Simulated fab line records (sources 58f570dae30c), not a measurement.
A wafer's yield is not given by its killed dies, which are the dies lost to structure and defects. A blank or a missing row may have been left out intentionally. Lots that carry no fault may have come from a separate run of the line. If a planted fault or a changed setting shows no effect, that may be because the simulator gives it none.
fab line records	flow berkeley_cmos170
[record] lots = 6	wafers = 18	last_day = 13
route steps=331 shown GATE@142 PLDD@145 NLDD@158 SPACER@171 PSD@175 M3@331
lots with no fault: from the same line, run without faults
start_h: hours from the record's first day to the start of the lot's first wafer shown	wait_h: hours elapsed since this lot's preceding step	" same as the row above	L1.1+2: several wafers, shown together as one row	- no value, or no start was given	* or withheld: withheld	< > ~ a bound
route shown NAME@n: a module of which the file shows steps, and the number in the route of the first	usual: mean/standard deviation taken from wafers without a fault	same: alike in all rows	chamber/n: place in a boat	sites: each site's reading	_std_site: the values' standard deviation	_edge_site: the outer-site mean with the inner-site mean subtracted	radius_mm: how far each site lies from the wafer's centre	mask NAME#n: copy n	behind: the last tool/chamber to shape the wafer	hold: what put the lot on hold/how long, in hours/how the hold closed	device: the transistor (n, p or np) that didn't switch	end of line: tests of these same wafers at the route's end	a step given without rows: its recipe and nothing more	killed: count of dies lost to structure and defects at first sort (not the wafer's yield)	map: dies across one wafer; x = killed, . = not, _ = none there
set.NAME: the setting as run; set.NAME@STEP: as run at that earlier step	model.NAME: the simulator's own value behind a step, which no gauge read
lots at some steps of the route; a table a step, a row a wafer
services: from which hour (start_h, from the record's first day; less than 0 if before it) a tool's chamber was out of use, for how many hours, and why
[[steps]]
[step UCB170_GATE_STRIP_16]
[recipe] chemistry = O2	power_w = 400	pressure_mtorr = 3500	platen_temp_c = withheld	o2_flow_sccm = 400	overash_fraction = 0.5
[usual] chamber_pressure_mTorr = 3500/3.1	drypump_motor_current_A = 5.7/0.51	oes_product_au = 0.724/0.0042
[same] overash_fraction = 0.5
lot.wafer	tool	chamber	start_h	wait_h	chamber_pressure_mTorr	drypump_motor_current_A	oes_product_au	rf_hours_counter_h
L524.3	plasma_asher-02	1	143.80	0.1	3499	6.1	0.727	-
L524.4	"	0	"	"	3502	6.7	0.722	-
L524.5	"	1	"	"	3500	6.1	0.729	-
L529.1	plasma_asher-02	0	170.21	0.0	3497	6.7	0.725	45
L529.3	"	1	"	"	3495	6.1	0.726	-
L529.6	"	1	"	"	3500	6.1	0.726	-
L538.2	plasma_asher-01	1	227.25	0.0	3494	5.2	0.730	43
L538.4	"	0	"	"	3503	5.7	0.728	-
L538.5	"	1	"	"	3499	5.2	0.724	-
L539.1	plasma_asher-04	0	227.61	0.0	3503	5.4	0.722	48
L539.4	"	0	"	"	3501	5.4	0.716	-
L539.5	"	0	"	"	3503	5.4	0.719	-
L547.1	plasma_asher-01	1	277.80	0.0	3500	5.2	0.727	48
L547.2	"	0	"	"	3497	5.7	0.719	48
L547.5	"	0	"	"	3501	5.7	0.718	-
L546.1	plasma_asher-01	0	278.34	0.0	3496	5.7	0.732	48
L546.5	"	1	"	"	3503	5.2	0.724	-
L546.6	"	0	"	"	3503	5.7	0.716	-
[step UCB170_GATE_CD_MEAS_90]
[recipe] target_cd_nm = 350
[usual] cd_nm = 350.4/1.5
lot.wafer	tool	chamber	start_h	wait_h	cd_nm
L524.3	cd_sem-02	-	143.90	0.1	349.2
L524.4	"	-	"	"	348.8
L524.5	"	-	"	"	349.3
L529.1	cd_sem-01	-	170.33	0.1	350.5
L529.3	"	-	"	"	351.1
L529.6	"	-	"	"	351.6
L538.2	cd_sem-01	-	227.37	0.1	347.1
L538.4	"	-	"	"	349.3
L538.5	"	-	"	"	348.3
L539.1	cd_sem-01	-	227.71	0.1	353.2
L539.4	"	-	"	"	350.3
L539.5	"	-	"	"	354.1
L547.1	cd_sem-02	-	277.90	0.1	351.4
L547.2	"	-	"	"	352.2
L547.5	"	-	"	"	352.1
L546.1	cd_sem-01	-	278.49	0.1	351.9
L546.5	"	-	"	"	350.3
L546.6	"	-	"	"	351.8
[step UCB170_GATE_CLEAN_17]
[recipe] chemistry = SPM	temp_c = 120	time_s = 600
[step UCB170_PLDD_HMDS_00]
[recipe] prime_time_s = 60	prime_temp_c = 100
[step UCB170_PLDD_COAT_01]
[recipe] resist = KrF	spin_rpm = 1500	resist_thk_nm = 900
[step UCB170_PLDD_SOFTBAKE_02]
[recipe] resist = KrF	temp_c = 130	time_s = 60
[step UCB170_PLDD_EXPOSE_03]
[recipe] mask_id = PSELECT	na = 0.5	sigma_outer = 0.6	source_shape = conventional	target_cd_nm = 1200	dose_mj = 30
[step UCB170_PLDD_PEB_04]
[recipe] peb_temp_c = 130	peb_time_s = withheld	resist = KrF
[step UCB170_PLDD_DEVELOP_05]
[recipe] developer = TMAH	develop_time_s = 45	resist = KrF	dev_temp_c = 21
[step UCB170_PLDD_CD_MEAS_06]
[recipe] target_cd_nm = 1200
[usual] cd_nm = 1199.4/1.4
lot.wafer	tool	chamber	start_h	wait_h	cd_nm
L524.3	cd_sem-02	-	145.63	-	1199.5
L524.4	"	-	"	"	1198.4
L524.5	"	-	"	"	1199.1
L529.1	cd_sem-01	-	171.85	-	1198.9
L529.3	"	-	"	"	1198.2
L529.6	"	-	"	"	1198.4
L538.2	cd_sem-02	-	229.01	-	1200.3
L538.4	"	-	"	"	1200.6
L538.5	"	-	"	"	1200.4
L539.1	cd_sem-01	-	229.36	-	1198.7
L539.4	"	-	"	"	1199.1
L539.5	"	-	"	"	1199.6
L547.1	cd_sem-02	-	280.67	-	1198.3
L547.2	"	-	"	"	1196.9
L547.5	"	-	"	"	1197.4
L546.1	cd_sem-02	-	280.79	-	1197.2
L546.5	"	-	"	"	1197.3
L546.6	"	-	"	"	1198.1
[step UCB170_PLDD_OVL_MEAS_07]
[usual] PLDD_OVL = -3/5.1
lot.wafer	tool	chamber	start_h	wait_h	PLDD_OVL[nm]
L524.3	overlay-02	-	145.72	0.1	1
L524.4	"	-	"	"	1
L524.5	"	-	"	"	-1
L529.1	overlay-01	-	171.97	0.1	-3
L529.3	"	-	"	"	-1
L529.6	"	-	"	"	-3
L538.2	overlay-02	-	229.12	0.1	3
L538.4	"	-	"	"	0
L538.5	"	-	"	"	2
L539.1	overlay-01	-	229.48	0.1	-1
L539.4	"	-	"	"	-2
L539.5	"	-	"	"	-4
L547.1	overlay-02	-	280.79	0.1	-9
L547.2	"	-	"	"	-2
L547.5	"	-	"	"	-9
L546.1	overlay-01	-	280.91	0.1	-11
L546.5	"	-	"	"	-1
L546.6	"	-	"	"	-8
[step UCB170_PLDD_IMPLANT_08]
[recipe] species = BF2	dose_cm2 = 5e+13	energy_kev = 10	tilt_deg = 7	rotation_deg = 0
[step UCB170_PLDD_IMPLANT_09]
[recipe] species = BF2	dose_cm2 = 5e+13	energy_kev = 10	tilt_deg = 7	rotation_deg = 180
[usual] beam_energy_keV = 9.9996/0.0027	beam_on_s = 10.00/0.2	dose_ions_cm2 = 5e+13/5.6e+10	faraday_current_uA = 159/3.1
lot.wafer	tool	chamber	start_h	wait_h	beam_energy_keV	beam_on_s	dose_ions_cm2	faraday_current_uA
L524.3	implanter-03	0	145.95	0.1	9.9984	10.14	5e+13	156
L524.4	"	0	"	"	10.002	10.20	4.997e+13	156
L524.5	"	0	"	"	10.000	9.77	4.997e+13	163
L529.1	implanter-04	0	172.16	0.1	10.001	10.05	5.001e+13	158
L529.3	"	0	"	"	9.9992	10.15	5.004e+13	156
L529.6	"	0	"	"	10.001	9.78	4.995e+13	162
L538.2	implanter-04	0	229.32	0.1	9.9974	9.82	2.765e+13	89
L538.4	"	0	"	"	10.003	10.35	2.749e+13	84
L538.5	"	0	"	"	9.9982	10.20	2.75e+13	85
L539.1	implanter-04	0	229.67	0.1	9.9984	10.26	2.751e+13	85
L539.4	"	0	"	"	9.9977	10.10	2.75e+13	87
L539.5	"	0	"	"	9.9962	9.86	2.757e+13	89
L547.1	implanter-03	0	280.97	0.1	10.001	10.04	5.009e+13	158
L547.2	"	0	"	"	10.000	10.23	5.004e+13	155
L547.5	"	0	"	"	10.002	10.24	5e+13	155
L546.1	implanter-01	0	281.09	0.1	10.001	9.96	4.995e+13	159
L546.5	"	0	"	"	10.003	10.07	4.993e+13	157
L546.6	"	0	"	"	10.003	9.84	4.994e+13	162
[step UCB170_PLDD_STRIP_10]
[recipe] chemistry = O2	power_w = 400	pressure_mtorr = 3500	platen_temp_c = withheld	o2_flow_sccm = 400	overash_fraction = 0.5
[usual] chamber_pressure_mTorr = 3500/3.2	drypump_motor_current_A = 5.6/0.34	oes_product_au = 0.735/0.0037	strip_time_to_endpoint_s = 21.61/0.062
[same] overash_fraction = 0.5
lot.wafer	tool	chamber	start_h	wait_h	chamber_pressure_mTorr	drypump_motor_current_A	oes_product_au	rf_hours_counter_h	strip_time_to_endpoint_s
L524.3	plasma_asher-03	0	146.08	0.1	3501	5.9	0.735	-	21.69
L524.4	"	1	"	"	3501	6.2	0.735	-	21.72
L524.5	"	1	"	"	3503	6.2	0.732	-	21.67
L529.1	plasma_asher-03	1	172.31	0.1	3500	6.1	0.727	6	21.55
L529.3	"	1	"	"	3499	6.2	0.740	-	21.60
L529.6	"	0	"	"	3493	5.9	0.734	-	21.58
L538.2	plasma_asher-03	1	229.45	0.1	3504	6.2	0.738	12	21.43
L538.4	"	0	"	"	3501	5.9	0.728	-	21.50
L538.5	"	0	"	"	3501	5.9	0.737	-	21.46
L539.1	plasma_asher-01	1	229.82	0.1	3498	5.2	0.735	43	21.67
L539.4	"	0	"	"	3500	5.7	0.734	-	21.70
L539.5	"	0	"	"	3499	5.7	0.738	-	21.65
L547.1	plasma_asher-04	0	281.12	0.1	3500	5.4	0.734	53	21.68
L547.2	"	1	"	"	3496	5.3	0.732	53	21.68
L547.5	"	0	"	"	3498	5.4	0.732	-	21.64
L546.1	plasma_asher-01	1	281.24	0.1	3495	5.2	0.737	48	21.66
L546.5	"	0	"	"	3505	5.7	0.732	-	21.71
L546.6	"	1	"	"	3498	5.2	0.734	-	21.66
[step UCB170_PLDD_TW_MEAS_11]
[usual] PLDD_TW = 1008/8.3
lot.wafer	tool	chamber	start_h	wait_h	PLDD_TW
L524.3	film_metro-01	-	146.17	0.1	996
L524.4	"	-	"	"	994
L524.5	"	-	"	"	996
L529.1	film_metro-02	-	172.41	0.1	1011
L529.3	"	-	"	"	1011
L529.6	"	-	"	"	1010
L538.2	film_metro-03	-	229.56	0.1	938
L538.4	"	-	"	"	937
L538.5	"	-	"	"	937
L539.1	film_metro-03	-	229.92	0.1	939
L539.4	"	-	"	"	938
L539.5	"	-	"	"	943
L547.1	film_metro-02	-	281.22	0.1	1009
L547.2	"	-	"	"	1007
L547.5	"	-	"	"	1008
L546.1	film_metro-01	-	281.34	0.1	1007
L546.5	"	-	"	"	1000
L546.6	"	-	"	"	1004
[step UCB170_PLDD_CLEAN_12]
[recipe] chemistry = SPM	temp_c = 120	time_s = 600
[step UCB170_NLDD_HMDS_00]
[recipe] prime_time_s = 60	prime_temp_c = 100
[step UCB170_NLDD_COAT_01]
[recipe] resist = KrF	spin_rpm = 1500	resist_thk_nm = 900
[step UCB170_NLDD_SOFTBAKE_02]
[recipe] resist = KrF	temp_c = 130	time_s = 60
[step UCB170_NLDD_EXPOSE_03]
[recipe] mask_id = NSELECT	na = 0.5	sigma_outer = 0.6	source_shape = conventional	target_cd_nm = 1200	dose_mj = 30
[step UCB170_NLDD_PEB_04]
[recipe] peb_temp_c = 130	peb_time_s = withheld	resist = KrF
[step UCB170_NLDD_DEVELOP_05]
[recipe] developer = TMAH	develop_time_s = 45	resist = KrF	dev_temp_c = 21
[step UCB170_NLDD_CD_MEAS_06]
[recipe] target_cd_nm = 1200
[usual] cd_nm = 1200.1/1.8
lot.wafer	tool	chamber	start_h	wait_h	cd_nm
L524.3	cd_sem-01	-	147.53	-	1202.9
L524.4	"	-	"	"	1202.3
L524.5	"	-	"	"	1201.2
L529.1	cd_sem-02	-	174.25	-	1196.3
L529.3	"	-	"	"	1197.2
L529.6	"	-	"	"	1197.3
L538.2	cd_sem-01	-	231.03	-	1198.5
L538.4	"	-	"	"	1197.9
L538.5	"	-	"	"	1199.2
L539.1	cd_sem-01	-	231.73	-	1200.2
L539.4	"	-	"	"	1200.0
L539.5	"	-	"	"	1200.1
L547.1	cd_sem-01	-	283.08	-	1200.8
L547.2	"	-	"	"	1200.6
L547.5	"	-	"	"	1200.7
L546.1	cd_sem-01	-	283.20	-	1202.4
L546.5	"	-	"	"	1201.4
L546.6	"	-	"	"	1200.9
[step UCB170_NLDD_OVL_MEAS_07]
[usual] NLDD_OVL = 1/6.2
lot.wafer	tool	chamber	start_h	wait_h	NLDD_OVL[nm]
L524.3	overlay-01	-	147.63	0.1	12
L524.4	"	-	"	"	0
L524.5	"	-	"	"	3
L529.1	overlay-02	-	174.37	0.1	3
L529.3	"	-	"	"	-3
L529.6	"	-	"	"	2
L538.2	overlay-02	-	231.14	0.1	3
L538.4	"	-	"	"	4
L538.5	"	-	"	"	3
L539.1	overlay-01	-	231.85	0.1	-10
L539.4	"	-	"	"	4
L539.5	"	-	"	"	-5
L547.1	overlay-01	-	283.20	0.1	6
L547.2	"	-	"	"	1
L547.5	"	-	"	"	11
L546.1	overlay-02	-	283.32	0.1	-8
L546.5	"	-	"	"	0
L546.6	"	-	"	"	2
[step UCB170_NLDD_IMPLANT_08]
[recipe] species = As	dose_cm2 = 5e+13	energy_kev = 30	tilt_deg = 7	rotation_deg = 0
[step UCB170_NLDD_IMPLANT_09]
[recipe] species = As	dose_cm2 = 5e+13	energy_kev = 30	tilt_deg = 7	rotation_deg = 180
[step UCB170_NLDD_STRIP_10]
[recipe] chemistry = O2	power_w = 400	pressure_mtorr = 3500	platen_temp_c = withheld	o2_flow_sccm = 400	overash_fraction = 0.5
[usual] chamber_pressure_mTorr = 3500/3.2	drypump_motor_current_A = 6.1/0.47	oes_product_au = 0.734/0.0053	strip_time_to_endpoint_s = 21.61/0.058
[same] overash_fraction = 0.5
lot.wafer	tool	chamber	start_h	wait_h	chamber_pressure_mTorr	drypump_motor_current_A	oes_product_au	rf_hours_counter_h	strip_time_to_endpoint_s
L524.3	plasma_asher-02	1	147.98	0.1	3501	6.1	0.730	-	21.57
L524.4	"	0	"	"	3493	6.7	0.729	-	21.63
L524.5	"	1	"	"	3503	6.1	0.742	-	21.69
L529.1	plasma_asher-01	1	174.70	0.1	3497	5.2	0.736	38	21.48
L529.3	"	1	"	"	3498	5.2	0.733	-	21.55
L529.6	"	1	"	"	3500	5.2	0.739	-	21.49
L538.2	plasma_asher-02	1	231.47	0.1	3502	6.1	0.735	52	21.63
L538.4	"	0	"	"	3497	6.7	0.736	-	21.67
L538.5	"	1	"	"	3492	6.1	0.739	-	21.66
L539.1	plasma_asher-02	0	232.19	0.1	3499	6.7	0.742	52	21.64
L539.4	"	0	"	"	3497	6.7	0.725	-	21.64
L539.5	"	0	"	"	3500	6.7	0.741	-	21.65
L547.1	plasma_asher-03	1	283.53	0.1	3497	6.2	0.738	17	21.56
L547.2	"	0	"	"	3497	5.9	0.727	17	21.59
L547.5	"	0	"	"	3497	5.9	0.740	-	21.64
L546.1	plasma_asher-02	1	283.65	0.1	3503	6.1	0.731	57	21.68
L546.5	"	1	"	"	3495	6.1	0.730	-	21.65
L546.6	"	0	"	"	3493	6.7	0.728	-	21.65
[step UCB170_NLDD_TW_MEAS_11]
[usual] NLDD_TW = 2212/16
lot.wafer	tool	chamber	start_h	wait_h	NLDD_TW
L524.3	film_metro-03	-	148.07	0.1	2219
L524.4	"	-	"	"	2219
L524.5	"	-	"	"	2223
L529.1	film_metro-02	-	174.80	0.1	2210
L529.3	"	-	"	"	2218
L529.6	"	-	"	"	2211
L538.2	film_metro-03	-	231.58	0.1	2220
L538.4	"	-	"	"	2230
L538.5	"	-	"	"	2236
L539.1	film_metro-03	-	232.29	0.1	2222
L539.4	"	-	"	"	2228
L539.5	"	-	"	"	2237
L547.1	film_metro-02	-	283.63	0.1	2218
L547.2	"	-	"	"	2209
L547.5	"	-	"	"	2214
L546.1	film_metro-01	-	283.75	0.1	2189
L546.5	"	-	"	"	2206
L546.6	"	-	"	"	2193
[step UCB170_NLDD_CLEAN_12]
[recipe] chemistry = SPM	temp_c = 120	time_s = 600
[step UCB170_SPACER_CVD_00]
[recipe] material = SiO2	target_thk_nm = 376	temp_c = 390	precursor = TEOS/O2	time_s = 47	rf_w = 550	pressure_mtorr = 9000
[usual] heater_power_w = 258/56
lot.wafer	tool	chamber	start_h	wait_h	heater_power_w
L524.3	pecvd-02	2	148.32	0.0	188
L524.4	"	1	"	"	229
L524.5	"	1	"	"	232
L529.1	pecvd-01	0	175.10	0.0	310
L529.3	"	1	"	"	385
L529.6	"	1	"	"	391
L538.2	pecvd-01	1	232.03	0.0	356
L538.4	"	2	"	"	248
L538.5	"	0	"	"	304
L539.1	pecvd-02	0	232.71	0.0	274
L539.4	"	1	"	"	228
L539.5	"	2	"	"	213
L547.1	pecvd-02	0	284.07	0.0	267
L547.2	"	1	"	"	176
L547.5	"	1	"	"	194
L546.1	pecvd-04	0	284.64	0.0	270
L546.5	"	0	"	"	283
L546.6	"	2	"	"	313
[step UCB170_SPACER_THK_MEAS_01]
[recipe] reads = SiO2_of_SPACER_CVD_00
[usual] SPACER_TEOS_THK = 376/5.4
lot.wafer	tool	chamber	start_h	wait_h	SPACER_TEOS_THK[nm]
L524.3	film_metro-01	-	148.38	0.0	380
L524.4	"	-	"	"	380
L524.5	"	-	"	"	379
L529.1	film_metro-01	-	175.14	0.0	374
L529.3	"	-	"	"	371
L529.6	"	-	"	"	376
L538.2	film_metro-04	-	232.09	0.0	363
L538.4	"	-	"	"	373
L538.5	"	-	"	"	374
L539.1	film_metro-01	-	232.75	0.0	375
L539.4	"	-	"	"	374
L539.5	"	-	"	"	379
L547.1	film_metro-01	-	284.17	0.1	371
L547.2	"	-	"	"	368
L547.5	"	-	"	"	372
L546.1	film_metro-04	-	284.68	0.0	384
L546.5	"	-	"	"	385
L546.6	"	-	"	"	378
[step UCB170_SPACER_ANNEAL_02]
[recipe] temp_c = 900	time_s = 1800	ambient = N2
[step UCB170_SPACER_ETCHBACK_03]
[recipe] stop_on = Si	target = SiO2	chemistry = CHF3/CF4/Ar	CHF3_flow_sccm = 50	cf4_flow_sccm = 10	Ar_flow_sccm = 120	pressure_mtorr = 200	rf_w = 500	target_depth_a = 3760	time_s = 100
[usual] cf4_flow_sccm = 9.999/0.026	chamber_pressure_mTorr = 200.01/0.19	drypump_motor_current_A = 5.6/0.55	oes_product_au = 0.904/0.015	throttle_valve_pct = 6.47/0.11
lot.wafer	tool	chamber	start_h	wait_h	cf4_flow_sccm	chamber_pressure_mTorr	drypump_motor_current_A	oes_product_au	rf_hours_counter_h	throttle_valve_pct
L524.3	rie_diel-02	1	154.22	0.0	10.005	199.89	5.0	0.911	60	6.42
L524.4	"	2	"	"	10.044	200.26	5.1	0.898	15	6.55
L524.5	"	3	"	"	9.994	200.09	5.8	0.920	-	6.54
L529.1	rie_diel-03	3	182.50	0.0	10.029	199.93	6.4	0.901	52	6.51
L529.3	"	0	"	"	9.995	199.64	4.7	0.893	114	6.62
L529.6	"	0	"	"	10.011	200.20	4.7	0.915	-	6.60
L538.2	rie_diel-04	1	238.82	0.0	10.048	200.12	4.9	0.878	37	6.29
L538.4	"	3	"	"	9.969	200.37	6.3	0.888	20	6.48
L538.5	"	1	"	"	9.956	199.98	5.0	0.902	-	6.28
L539.1	rie_diel-04	0	238.90	0.1	10.005	199.98	5.7	0.876	12	6.29
L539.4	"	2	"	"	10.013	200.10	5.9	0.922	19	6.31
L539.5	"	1	"	"	9.947	199.78	4.9	0.892	-	6.28
L546.1	rie_diel-03	2	288.11	0.0	10.024	199.65	6.1	0.921	33	6.49
L546.5	"	2	"	"	10.047	200.25	6.1	0.916	-	6.50
L546.6	"	3	"	"	10.003	199.92	6.4	0.904	-	6.48
L547.1	rie_diel-04	3	288.11	0.0	10.001	199.90	6.3	0.887	21	6.46
L547.2	"	1	"	"	9.991	200.32	4.9	0.883	39	6.29
L547.5	"	1	"	"	10.007	200.24	5.0	0.892	-	6.26
[step UCB170_PSD_HMDS_00]
[recipe] prime_time_s = 60	prime_temp_c = 100
[step UCB170_PSD_COAT_01]
[recipe] resist = KrF	spin_rpm = 1500	resist_thk_nm = 900
[step UCB170_PSD_SOFTBAKE_02]
[recipe] resist = KrF	temp_c = 130	time_s = 60
[step UCB170_PSD_EXPOSE_03]
[recipe] mask_id = PSELECT_MOD	na = 0.5	sigma_outer = 0.6	source_shape = conventional	target_cd_nm = 1200	dose_mj = 30
[step UCB170_PSD_PEB_04]
[recipe] peb_temp_c = 130	peb_time_s = withheld	resist = KrF
[step UCB170_PSD_DEVELOP_05]
[recipe] developer = TMAH	develop_time_s = 45	resist = KrF	dev_temp_c = 21
[step UCB170_PSD_CD_MEAS_06]
[recipe] target_cd_nm = 1200
[usual] cd_nm = 1199.8/1.3
lot.wafer	tool	chamber	start_h	wait_h	cd_nm
L524.3	cd_sem-02	-	155.45	-	1201.4
L524.4	"	-	"	"	1199.7
L524.5	"	-	"	"	1201.0
L529.1	cd_sem-02	-	184.19	-	1200.9
L529.3	"	-	"	"	1200.0
L529.6	"	-	"	"	1200.3
L538.2	cd_sem-02	-	239.88	-	1198.3
L538.4	"	-	"	"	1198.9
L538.5	"	-	"	"	1197.4
L539.1	cd_sem-02	-	240.30	-	1200.7
L539.4	"	-	"	"	1201.5
L539.5	"	-	"	"	1199.4
L547.1	cd_sem-02	-	289.48	-	1202.2
L547.2	"	-	"	"	1200.8
L547.5	"	-	"	"	1200.6
L546.1	cd_sem-02	-	289.89	-	1201.4
L546.5	"	-	"	"	1202.8
L546.6	"	-	"	"	1204.4
[step UCB170_PSD_OVL_MEAS_07]
[usual] PSD_OVL = -4/6.5
lot.wafer	tool	chamber	start_h	wait_h	PSD_OVL[nm]
L524.3	overlay-02	-	155.54	0.1	-5
L524.4	"	-	"	"	-3
L524.5	"	-	"	"	-3
L529.1	overlay-02	-	184.31	0.1	-13
L529.3	"	-	"	"	-11
L529.6	"	-	"	"	-7
L538.2	overlay-01	-	239.99	0.1	1
L538.4	"	-	"	"	-4
L538.5	"	-	"	"	-1
L539.1	overlay-01	-	240.42	0.1	-3
L539.4	"	-	"	"	1
L539.5	"	-	"	"	4
L547.1	overlay-01	-	289.60	0.1	0
L547.2	"	-	"	"	3
L547.5	"	-	"	"	0
L546.1	overlay-02	-	290.01	0.1	1
L546.5	"	-	"	"	8
L546.6	"	-	"	"	1
[step UCB170_PSD_IMPLANT_08]
[recipe] species = B	dose_cm2 = 3e+15	energy_kev = 20	tilt_deg = 7
[step UCB170_SDANNEAL_RS_MEAS_04]
[recipe] thk_meas_gauge = four-point-probe
[usual] PLDD_RS = 1031.8/2.9
lot.wafer	tool	chamber	start_h	wait_h	PLDD_RS[ohm/sq]
L524.3	film_metro-02	-	159.82	0.1	1032.3
L524.4	"	-	"	"	1031.3
L524.5	"	-	"	"	1031.3
L529.1	film_metro-02	-	188.45	0.1	1029.6
L529.3	"	-	"	"	1030.2
L529.6	"	-	"	"	1028.0
L538.2	film_metro-01	-	244.26	0.1	1259.9
L538.4	"	-	"	"	1259.4
L538.5	"	-	"	"	1257.7
L539.1	film_metro-02	-	244.42	0.1	1259.4
L539.4	"	-	"	"	1259.2
L539.5	"	-	"	"	1256.3
L547.1	film_metro-01	-	293.49	0.1	1032.3
L547.2	"	-	"	"	1035.5
L547.5	"	-	"	"	1035.5
L546.1	film_metro-01	-	294.20	0.1	1029.2
L546.5	"	-	"	"	1031.9
L546.6	"	-	"	"	1034.6
[step UCB170_M3_PROBE_99]
lot.wafer	tool	chamber	start_h	wait_h	model.etest.pldd.line_ohm_um	model.etest.pmos_0p6.r_on_ohm_um	model.etest.pmos_0p35.r_on_ohm_um	model.etest.pldd.rs_ohm_sq	model.etest.pmos_turned.drive_ua_um	model.etest.pmos_0p35.drive_ua_um	model.etest.pmos_0p6.drive_ua_um	model.etest.pmos_0p35.swing_mv_dec
L524.3	prober-01	-	182.81	0.2	1762	8409	4665	1108	301	290.1	163.4	75.65
L524.4	prober-01	-	182.86	0.2	1776	8252	4534	1109	307.2	293.9	165.7	75.47
L524.5	prober-01	-	182.91	0.2	1764	8263	4590	1103	306.4	293.2	167.7	75.44
L529.1	prober-02	-	208.29	0.1	1729	8422	4630	1109	306.2	291.3	163.9	76.03
L529.3	prober-02	-	208.39	0.2	1711	8428	4619	1086	300	288.3	161	76.18
L529.6	prober-02	-	208.54	0.2	1751	8538	4716	1100	298.1	285.3	159.9	75.78
L538.2	prober-02	-	264.82	0.1	2247	8731	4900	1353	287.9	276.3	156.7	76.64
L538.4	prober-02	-	264.92	0.2	2260	8752	4905	1375	286.8	273.2	157	76.31
L538.5	prober-02	-	264.97	0.2	2233	8952	5034	1366	279.6	268.6	153.6	76.93
L539.1	prober-02	-	269.68	0.1	2163	8594	4905	1381	285.6	272.1	159.1	76.2
L539.4	prober-02	-	269.83	0.2	2192	8670	4862	1358	286.6	273.1	158	76.31
L539.5	prober-02	-	269.88	0.2	2239	8870	5063	1398	275.1	266.1	153.5	76.56
L547.1	prober-01	-	314.91	0.1	1886	8487	4710	1122	299.7	286.6	161	76.13
L547.2	prober-01	-	314.96	0.1	1856	8473	4699	1118	297.6	284.1	161.6	75.83
L547.5	prober-01	-	315.11	0.2	1862	8564	4707	1129	295.4	285.2	160	76.08
L546.1	prober-02	-	320.26	0.1	1880	8596	4758	1102	291.8	281.4	158.7	76.17
L546.5	prober-02	-	320.46	0.2	1840	8552	4704	1105	296.8	285.6	161.6	76.08
L546.6	prober-02	-	320.51	0.2	1882	8647	4710	1123	294.3	280.5	158.4	75.57
// killed by level:class
L524.3 NWELL:geometric_particle:open=1 V1:geometric_particle:open=1 ACTIVE:area_etch=1
L524.4 START:geometric_particle:short=1 GATE:geometric_particle:open=1 GATE:geometric_particle:short=1 SPACER:geometric_particle:short=1 SPACER:geometric_particle:open=1 SILICIDE:geometric_particle:short=1 ACTIVE:area_etch=1
L524.5 START:geometric_particle:short=1 SPACER:geometric_particle:open=1 M1:geometric_particle:short=1 V1:geometric_particle:open=1
L529.1 START:geometric_particle:open=1 GATE:geometric_particle:short=1
L529.3 SACOX:geometric_particle:short=1 GATE:geometric_particle:open=1 SILICIDE:geometric_particle:open=1 V1:geometric_particle:open=1
L529.6 FIELD:geometric_particle:short=1
L538.2 M2:geometric_particle:short=1 NWELL:area_etch=1
L538.4 ACTIVE:area_etch=2 START:geometric_particle:open=1 SPACER:geometric_particle:open=1 V1:geometric_particle:open=1
L538.5 GATE:geometric_particle:short=1 SPACER:geometric_particle:open=1 SILICIDE:geometric_particle:open=1
L547.1 CONTACT:geometric_particle:short=1 V1:geometric_particle:short=1 V2:geometric_particle:open=1
L547.2 GATE:geometric_particle:open=3 M1:geometric_particle:open=1 M3:geometric_particle:short=1
L547.5 WELLDRIVE:geometric_particle:short=1 GATE:geometric_particle:open=1 SPACER:geometric_particle:open=1
L546.1 WELLDRIVE:geometric_particle:short=1
L546.5 WELLDRIVE:geometric_particle:short=1 WELLDRIVE:geometric_particle:open=1 V2:geometric_particle:short=1 M3:geometric_particle:open=1 M3:geometric_particle:short=1
L546.6 GATE:geometric_particle:open=1
[[services]]
tool	chamber	start_h	hours	kind
plasma_asher-03	-	120.34	3.6	repair
pecvd-04	1	121.06	5.1	repair
pecvd-04	0	123.74	6.3	repair
rie_diel-04	2	128.59	12.0	repair
pecvd-04	-	135.50	14.0	pm
rie_diel-04	1	136.98	13.0	repair
implanter-04	-	152.62	2.8	repair
implanter-01	-	156.02	4.7	pm
pecvd-02	-	163.29	0.8	repair
pecvd-04	-	186.89	0.5	repair
rie_diel-03	-	190.23	2.0	repair
pecvd-01	-	202.83	2.8	pm
rie_diel-04	3	204.72	4.5	repair
rie_diel-02	2	205.61	3.8	repair
pecvd-04	-	216.30	2.5	repair
rie_diel-04	0	223.10	10.7	repair
rie_diel-03	-	239.31	0.2	repair
rie_diel-04	-	239.83	15.6	pm
pecvd-01	-	242.50	14.0	pm
plasma_asher-04	-	257.70	1.3	repair
pecvd-01	0	262.46	2.8	repair
rie_diel-03	-	269.70	0.4	repair
pecvd-02	-	270.60	1.4	repair
implanter-03	-	285.80	0.6	repair
[[key]]
[first_sign] step = UCB170_PLDD_IMPLANT_09	reading = dose_ions_cm2	direction = down	sigmas = 99+	usual = 5e+13	struck = 2.754e+13
[effect] step = UCB170_PLDD_IMPLANT_09	reading = faraday_current_uA	direction = down	sigmas = 23	usual = 159	struck = 86
[effect] step = UCB170_PLDD_TW_MEAS_11	reading = PLDD_TW	direction = down	sigmas = 8.3	usual = 1008	struck = 939
[effect] step = UCB170_SDANNEAL_RS_MEAS_04	reading = PLDD_RS	direction = up	sigmas = 77	usual = 1031.8	struck = 1258.7
[model_effect] step = UCB170_M3_PROBE_99	value = etest.pldd.line_ohm_um	without = 1798	struck = 2222
met_at UCB170_PLDD_IMPLANT_09
struck_wafers L538.2,L538.4,L538.5,L539.1,L539.4,L539.5
sort_left_out L539.1,L539.4,L539.5
tester_left_out L538,L539
onset_between 172.16 229.32
[fault] kind = process_parameter_drift	tool = implanter-04	chamber = -	onset_h = 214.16	steps = UCB170_PLDD_IMPLANT_09	channel = dose_cm2	offset = -2.25e+13	shape = step	end_h = 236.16	acts_in = these_recipes_only	stated = 5e+13
// tester_left_out: of these lots the tester's yield and bins aren't shown, on N5 and GAA mostly nor the transistor test; their killed dies are dies lost to structure and defects alone, not to doping, threshold or leakage, so they don't give the yield
// sort_left_out: the simulated sort isn't trusted on such a fault, so these wafers' sort isn't shown, and their yield isn't known
